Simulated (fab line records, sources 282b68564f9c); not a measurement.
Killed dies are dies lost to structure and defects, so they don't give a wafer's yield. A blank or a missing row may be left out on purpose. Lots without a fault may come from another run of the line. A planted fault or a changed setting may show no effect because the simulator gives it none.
fab line records | flow rit_cmos
record lots=14 wafers=42 last_day=7
route steps=202 shown M1@188
lots that met no fault: from a run of the same line without faults
start_h: hours from the record's first day to the start of the lot's first wafer shown | wait_h: hours since the lot's step before | " the same as in the row above | L1.1+2: a row that stands for several wafers | - no value, or no start given | * or withheld: withheld | < > ~ a bound
route shown NAME@n: a module of which the file shows steps, and the number in the route of the first | usual: mean/standard deviation of fault-free wafers | same: alike in all rows | chamber/n: place in a boat | sites: the reading at each site | _std_site: their standard deviation | _edge_site: outer sites' mean less inner sites' | radius_mm: how far each site lies from the wafer's centre | mask NAME#n: copy n | behind: the tool/chamber that last shaped the wafer | hold: why the lot was held/for how many hours/how that ended | device: the transistor (n, p or np) that didn't switch | end of line: the same wafers' tests at the end of the route | a step without rows: its recipe alone | killed: dies lost to structure and defects at the first sort, not the wafer's yield | map: a wafer's dies, x killed, . not, _ none there
set.NAME: the setting as run; set.NAME@STEP: as run at that earlier step | model.NAME: the simulator's own value behind a step, which no gauge read
steps of the route over a sample of lots; a table a step, a row a wafer
## steps
# step RIT_M1_COAT_04
# recipe resist=NOVOLAK spin_rpm=2000 resist_thk_nm=1300
# usual chill_plate_temp_C=22.99/0.093 dispense_pressure_kPa=54/3.6
# columns lot.wafer tool chamber start_h wait_h chill_plate_temp_C dispense_pressure_kPa
L338.2 litho_track-03 0 74.01 0.1 23.05 49
L338.3 " 0 " " 22.97 49
L338.6 " 0 " " 23.12 49
L339.2 litho_track-01 0 77.05 0.1 22.89 57
L339.3 " 0 " " 23.08 57
L339.5 " 0 " " 23.00 57
L340.1 litho_track-03 0 80.91 0.1 22.99 49
L340.2 " 0 " " 22.88 49
L340.4 " 0 " " 22.87 49
L341.3 litho_track-03 0 83.01 0.1 23.08 49
L341.4 " 0 " " 23.09 49
L341.6 " 0 " " 23.06 49
L342.1 litho_track-04 0 85.92 0.1 22.93 52
L342.3 " 0 " " 22.81 52
L342.5 " 0 " " 22.86 52
L344.1 litho_track-01 0 99.76 0.1 22.82 57
L344.5 " 0 " " 23.10 57
L344.6 " 0 " " 22.87 57
L345.1 litho_track-01 0 103.88 0.1 22.97 57
L345.4 " 0 " " 23.01 57
L345.6 " 0 " " 23.06 57
L348.1 litho_track-03 0 118.47 0.1 23.09 49
L348.5 " 0 " " 23.11 49
L348.6 " 0 " " 23.07 49
L351.1 litho_track-03 0 130.79 0.1 23.03 49
L351.2 " 0 " " 23.13 49
L351.5 " 0 " " 23.14 49
L354.1 litho_track-01 - 144.11 0.1 - -
L354.2 " - " " - -
L354.4 " - " " - -
L355.3 litho_track-01 - 149.75 0.1 - -
L355.4 " - " " - -
L355.6 " - " " - -
L358.2 litho_track-04 0 163.83 0.1 22.97 52
L358.3 " 0 " " 23.03 52
L358.6 " 0 " " 23.14 52
L359.1 litho_track-03 0 168.72 0.1 22.94 49
L359.2 " 0 " " 23.05 49
L359.5 " 0 " " 22.93 49
L360.2 litho_track-01 0 176.13 0.1 22.85 57
L360.3 " 0 " " 23.04 57
L360.4 " 0 " " 22.98 57
# step RIT_M1_CD_MEAS_09
# recipe target_cd_nm=2600
# usual cd_nm=2600.3/2.9
# columns lot.wafer tool chamber start_h wait_h cd_nm
L338.2 cd_sem-01 - 74.92 - 2601.8
L338.3 " - " " 2601.2
L338.6 " - " " 2600.7
L339.2 cd_sem-02 - 77.78 - 2597.0
L339.3 " - " " 2598.9
L339.5 " - " " 2600.3
L340.1 cd_sem-01 - 81.76 - 2599.4
L340.2 " - " " 2600.5
L340.4 " - " " 2598.4
L341.3 cd_sem-02 - 83.85 - 2606.3
L341.4 " - " " 2606.6
L341.6 " - " " 2606.6
L342.1 cd_sem-02 - 86.65 - 2597.0
L342.3 " - " " 2594.7
L342.5 " - " " 2596.9
L344.1 cd_sem-02 - 100.49 - 2602.0
L344.5 " - " " 2602.7
L344.6 " - " " 2602.0
L345.1 cd_sem-01 - 104.74 - 2600.0
L345.4 " - " " 2601.9
L345.6 " - " " 2599.0
L348.1 cd_sem-02 - 119.23 - 2600.1
L348.5 " - " " 2599.4
L348.6 " - " " 2598.5
L351.1 cd_sem-01 - 131.52 - 2602.9
L351.2 " - " " 2604.7
L351.5 " - " " 2601.3
L354.1 cd_sem-01 - 144.84 - -
L354.2 " - " " -
L354.4 " - " " -
L355.3 cd_sem-01 - 150.47 - -
L355.4 " - " " -
L355.6 " - " " -
L358.2 cd_sem-01 - 164.55 - 2596.6
L358.3 " - " " 2597.2
L358.6 " - " " 2596.4
L359.1 cd_sem-01 - 169.57 - 2599.4
L359.2 " - " " 2600.9
L359.5 " - " " 2598.9
L360.2 cd_sem-01 - 176.86 - 2603.6
L360.3 " - " " 2603.1
L360.4 " - " " 2602.3
# step RIT_M1_PROBE_99
# usual defect_limited_yield=97.4/1.2 killed_at_M0_to_M3=0.0/0.16 killed_at_contacts=0.1/0.24 killed_at_front_end=7/3.2 killed_dies=7/3.2 killed_on_rim=2.0/1.5 killed_open=3.4/2 killed_short=3.5/2.2 sort_bin_3_pad_short=0.1/0.21 sort_bin_5_function=1.6/0.79 sort_bin_6_memory=0.9/0.72 sort_n_pass=257/3.2 sort_yield_pct=97.4/1.2
# same gross_dies=264 killed_at_M4_up=0 killed_at_back_side=0 killed_at_other=0
# columns lot.wafer tool chamber start_h wait_h defect_limited_yield[%] killed_at_M0_to_M3 killed_at_contacts killed_at_front_end killed_dies killed_on_rim killed_open killed_short sort_bin_3_pad_short[%] sort_bin_5_function[%] sort_bin_6_memory[%] sort_n_pass sort_yield_pct[%]
L338.2 prober-02 - 77.86 0.1 97.3 0 0 7 7 3 2 5 0.4 2.3 0 257 97.3
L338.3 prober-02 - 77.91 0.2 96.2 0 0 10 10 1 5 5 0.4 2.3 1.1 254 96.2
L338.6 prober-02 - 78.06 0.2 97.0 0 0 8 8 2 1 7 0.4 2.7 0 256 97.0
L341.3 prober-02 - 86.58 0.2 97.0 0 0 8 8 2 5 3 0 2.3 0.8 256 97.0
L341.4 prober-02 - 86.63 0.2 95.8 0 0 11 11 2 5 6 0 2.3 1.9 253 95.8
L341.6 prober-02 - 86.73 0.2 95.5 0 0 12 12 2 6 6 0 3.0 1.5 252 95.5
L348.1 prober-01 - 121.89 0.1 97.7 0 0 6 6 1 3 3 0 1.9 0.4 258 97.7
L348.5 prober-01 - 122.09 0.2 94.7 0 0 14 14 7 7 7 0 3.0 2.3 250 94.7
L348.6 prober-01 - 122.14 0.2 95.5 0 0 12 12 3 4 8 0.4 2.7 1.5 252 95.5
L354.1 prober-01 - 147.50 0.1 0 256 0 8 264 70 4 4 0.4 99.2 0.4 0 0
L354.2 prober-01 - 147.55 0.1 0 259 0 5 264 70 4 1 0 100.0 0 0 0
L354.4 prober-01 - 147.65 0.2 0 251 0 13 264 70 9 4 0.4 97.7 1.9 0 0
L355.3 prober-02 - 153.19 0.2 0 255 0 9 264 70 3 6 0.8 98.9 0.4 0 0
L355.4 prober-02 - 153.24 0.2 0 260 0 4 264 70 3 1 0 99.2 0.8 0 0
L355.6 prober-02 - 153.34 0.2 0 257 0 7 264 70 5 2 0 98.5 1.5 0 0
L358.2 prober-01 - 167.26 0.1 98.9 0 1 2 3 1 0 3 0 0.4 0.8 261 98.9
L358.3 prober-01 - 167.31 0.2 97.3 0 0 7 7 2 6 1 0 1.9 0.8 257 97.3
L358.6 prober-01 - 167.46 0.2 95.1 0 0 13 13 4 6 7 0 3.8 1.1 251 95.1
# killed by level:class
L338.2 GATE:geometric_particle:short=2 SILICIDE:geometric_particle:short=2 SPACER:geometric_particle:open=1 SPACER:geometric_particle:short=1 SILICIDE:geometric_particle:open=1
L338.3 GATE:geometric_particle:open=3 SPACER:geometric_particle:short=2 FOX1:geometric_particle:short=1 FOX2:geometric_particle:short=1 REOX:geometric_particle:open=1 SPACER:geometric_particle:open=1 SILICIDE:geometric_particle:short=1
L338.6 REOX:geometric_particle:short=3 GATE:geometric_particle:short=2 FOX2:geometric_particle:open=1 FOX2:geometric_particle:short=1 SILICIDE:geometric_particle:short=1
L341.3 GATE:geometric_particle:short=2 GATE:geometric_particle:open=2 FOX1:geometric_particle:open=1 FOX2:geometric_particle:open=1 REOX:geometric_particle:open=1 SPACER:geometric_particle:short=1
L341.4 SPACER:geometric_particle:short=3 FOX2:geometric_particle:short=2 SPACER:geometric_particle:open=2 GATE:geometric_particle:short=1 GATE:geometric_particle:open=1 REOX:geometric_particle:open=1 SILICIDE:geometric_particle:open=1
L341.6 SPACER:geometric_particle:open=4 SILICIDE:geometric_particle:short=3 FOX1:geometric_particle:open=1 FOX2:geometric_particle:short=1 GATE:geometric_particle:open=1 REOX:geometric_particle:short=1 SPACER:geometric_particle:short=1
L348.1 GATE:geometric_particle:short=3 GATE:geometric_particle:open=3
L348.5 GATE:geometric_particle:open=6 GATE:geometric_particle:short=4 REOX:geometric_particle:short=2 FOX1:geometric_particle:open=1 FOX2:geometric_particle:short=1
L348.6 GATE:geometric_particle:short=3 FOX1:geometric_particle:short=2 FOX2:geometric_particle:open=2 GATE:geometric_particle:open=2 REOX:geometric_particle:short=2 FOX2:geometric_particle:short=1
L354.1 M1:area_expose=256 FOX1:geometric_particle:open=2 FOX2:geometric_particle:short=2 GATE:geometric_particle:short=1 REOX:geometric_particle:open=1 REOX:geometric_particle:short=1 SPACER:geometric_particle:open=1
L354.2 M1:area_expose=259 GATE:geometric_particle:open=3 FOX1:geometric_particle:open=1 SILICIDE:geometric_particle:short=1
L354.4 M1:area_expose=251 REOX:geometric_particle:open=3 FOX2:geometric_particle:open=2 GATE:geometric_particle:short=2 GATE:geometric_particle:open=2 FOX1:geometric_particle:open=1 REOX:geometric_particle:short=1 SILICIDE:geometric_particle:open=1
L355.3 M1:area_expose=255 SPACER:geometric_particle:short=2 SILICIDE:geometric_particle:short=2 GATE:geometric_particle:open=1 GATE:geometric_particle:short=1 REOX:geometric_particle:short=1 SPACER:geometric_particle:open=1 SILICIDE:geometric_particle:open=1
L355.4 M1:area_expose=260 GATE:geometric_particle:open=2 GATE:geometric_particle:short=1 SILICIDE:geometric_particle:open=1
L355.6 M1:area_expose=257 GATE:geometric_particle:open=2 FOX2:geometric_particle:short=1 FOX2:geometric_particle:open=1 GATE:geometric_particle:short=1 SPACER:geometric_particle:open=1 SILICIDE:geometric_particle:open=1
L358.2 GATE:geometric_particle:short=1 SPACER:geometric_particle:short=1 CONTACT:geometric_particle:short=1
L358.3 SPACER:geometric_particle:open=2 FOX1:geometric_particle:open=1 GATE:geometric_particle:open=1 REOX:geometric_particle:open=1 REOX:geometric_particle:short=1 SILICIDE:geometric_particle:open=1
L358.6 SPACER:geometric_particle:short=3 FOX1:geometric_particle:open=2 GATE:geometric_particle:short=2 SPACER:geometric_particle:open=2 GATE:geometric_particle:open=1 REOX:geometric_particle:short=1 SILICIDE:geometric_particle:open=1 SILICIDE:geometric_particle:short=1
## key
first_sign step=RIT_M1_COAT_04 reading=tool_record direction=missing
effect step=RIT_M1_CD_MEAS_09 reading=cd_nm direction=missing
effect step=RIT_M1_PROBE_99 reading=killed_at_M0_to_M3 direction=up sigmas=99+ usual=0.0 struck=256.3
more_kills_born_at RIT_M1_EXPOSE_06@iline_stepper-01=1538
met_at RIT_M1_COAT_04
struck_lots L354,L355
later_rows_left_out L354.1,L354.2,L354.4,L355.3,L355.4,L355.6
onset_between 103.88 144.11
fault kind=skipped_step_whole tool=litho_track-01 chamber=- onset_h=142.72 steps=RIT_M1_COAT_04 scope=struck_lots_only
# later_rows_left_out: the simulator's readings of these wafers behind a module that went badly wrong aren't trusted and aren't shown, but for the sort
